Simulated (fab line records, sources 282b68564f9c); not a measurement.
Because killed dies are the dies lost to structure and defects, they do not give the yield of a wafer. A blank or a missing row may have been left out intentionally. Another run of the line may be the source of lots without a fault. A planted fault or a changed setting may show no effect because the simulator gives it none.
Which of the tools did it? | flow ritCmos | 14 lots with 42 wafers sampled at 2 steps, on a route of 202 steps

## WHAT EACH GAUGE READ, for each wafer
RIT_ACTIVE_THK_MEAS_02. Usual: ACTIVE_OXIDE_THK typically reads 46.7 nm, with standard deviation 0.68.
lot  | measured    | on           | ACTIVE_OXIDE_THK (nm) | flag
L723 | day 1 12:05 | filmMetro-04 | 45.8 47.0 45.2        | 
L725 | day 1 22:05 | filmMetro-04 | 47.8 47.2 47.6        | 
L726 | day 2 05:09 | filmMetro-04 | 46.3 46.6 46.3        | 
L727 | day 2 08:04 | filmMetro-02 | 47.4 47.0 47.6        | 
L728 | day 2 13:04 | filmMetro-04 | 47.2 47.2 47.1        | 
L729 | day 2 18:04 | filmMetro-03 | 47.0 48.1 47.0        | 
L730 | day 2 23:43 | filmMetro-04 | 46.7 46.4 46.5        | 
L732 | day 3 09:04 | filmMetro-04 | 52.0 52.5 51.8        | OFF
L733 | day 3 14:04 | filmMetro-02 | 47.0 46.6 47.0        | 
L734 | day 3 19:03 | filmMetro-02 | 52.7 52.4 52.3        | OFF
L739 | day 4 20:04 | filmMetro-02 | 47.1 46.3 45.8        | 
L743 | day 5 16:13 | filmMetro-04 | 47.6 48.3 48.0        | 
L744 | day 5 21:05 | filmMetro-04 | 46.5 46.7 46.1        | 
L745 | day 6 02:15 | filmMetro-04 | 45.8 45.5 46.5        | 

## WHAT TOOL EACH LOT RAN ON (gives the tool, then ch and the chambers of the sampled wafers, and finally the start)
lot  | RIT_ACTIVE_OXIDATION_01
L723 | furnace-04 ch 0, day 1 10:07
L725 | furnace-04 ch 0, day 1 20:07
L726 | furnace-01 ch 0, day 2 03:13
L727 | furnace-03 ch 0, day 2 06:07
L728 | furnace-03 ch 0, day 2 11:07
L729 | furnace-03 ch 0, day 2 16:07
L730 | furnace-03 ch 0, day 2 21:47
L732 | furnace-03 ch 0, day 3 07:07
L733 | furnace-04 ch 0, day 3 12:07
L734 | furnace-03 ch 0, day 3 17:07
L739 | furnace-01 ch 0, day 4 18:07
L743 | furnace-01 ch 0, day 5 14:16
L744 | furnace-04 ch 0, day 5 19:07
L745 | furnace-01 ch 0, day 6 00:19
- RIT_ACTIVE_OXIDATION_01: target thk 46.8 nm, ox time 3360 s.

## WHAT THE TOOLS THEMSELVES READ (means of the sampled wafers that have a number; where no wafer has one, the mark that the record gives instead)
RIT_ACTIVE_OXIDATION_01. Usual: spikeTcCentreC 1001.5 C, standard deviation 1.5; spikeTcSourceC 1024.0 C, standard deviation 1.3.
lot  | tool       | spikeTcCentreC (C) | spikeTcSourceC (C) | flag
L723 | furnace-04 | 999.6              | 1023.7             | 
L725 | furnace-04 | 999.8              | 1022.7             | 
L726 | furnace-01 | 1002.5             | 1024.1             | 
L727 | furnace-03 | 1001.7             | 1024.6             | 
L728 | furnace-03 | 1001.3             | 1024.2             | 
L729 | furnace-03 | 1000.5             | 1025.0             | 
L730 | furnace-03 | 1001.2             | 1025.2             | 
L732 | furnace-03 | 1001.9             | 1024.0             | 
L733 | furnace-04 | 999.5              | 1022.9             | 
L734 | furnace-03 | 1002.1             | 1024.7             | 
L739 | furnace-01 | 1002.3             | 1024.1             | 
L743 | furnace-01 | 1002.5             | 1024.2             | 
L744 | furnace-04 | 1000.6             | 1023.1             | 
L745 | furnace-01 | 1003.0             | 1023.6             | 

## THE ANSWER, worked out from the rows above alone
Rule: take the mean of a lot's wafers that have a number; if it is more than 3 standard deviations from the usual mean, the lot is off. Also off: a lot with no number at a reading for which 4 or more lots have one. The other lots that the step has rows for count as sound. After the gauges, taken in route order, come the tools' own readings; for these a lot's mean is taken, as printed above. At the first step where some lot is off, the reading lying furthest off is the one used; lots without a number count as furthest.
Off: L732, L734, seen at RIT_ACTIVE_THK_MEAS_02 (ACTIVE_OXIDE_THK).
A tool fits if, at a process step before that reading, it ran every lot that is off, and no sound lot after the first of them. Those tools and the gauges at RIT_ACTIVE_THK_MEAS_02 are tried in the same way. One fits: furnace-03 at RIT_ACTIVE_OXIDATION_01. Its last sound lot is L730 (day 2 21:47), its first lot that is off L732 (day 3 07:07): a fault that began between those two fits.

## WHAT THE SIMULATOR HAD PUT IN
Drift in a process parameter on furnace-03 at RIT_ACTIVE_OXIDATION_01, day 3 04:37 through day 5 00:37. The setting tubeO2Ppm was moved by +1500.
Struck lots among those shown: L732, L734. Same finding as the rule above.
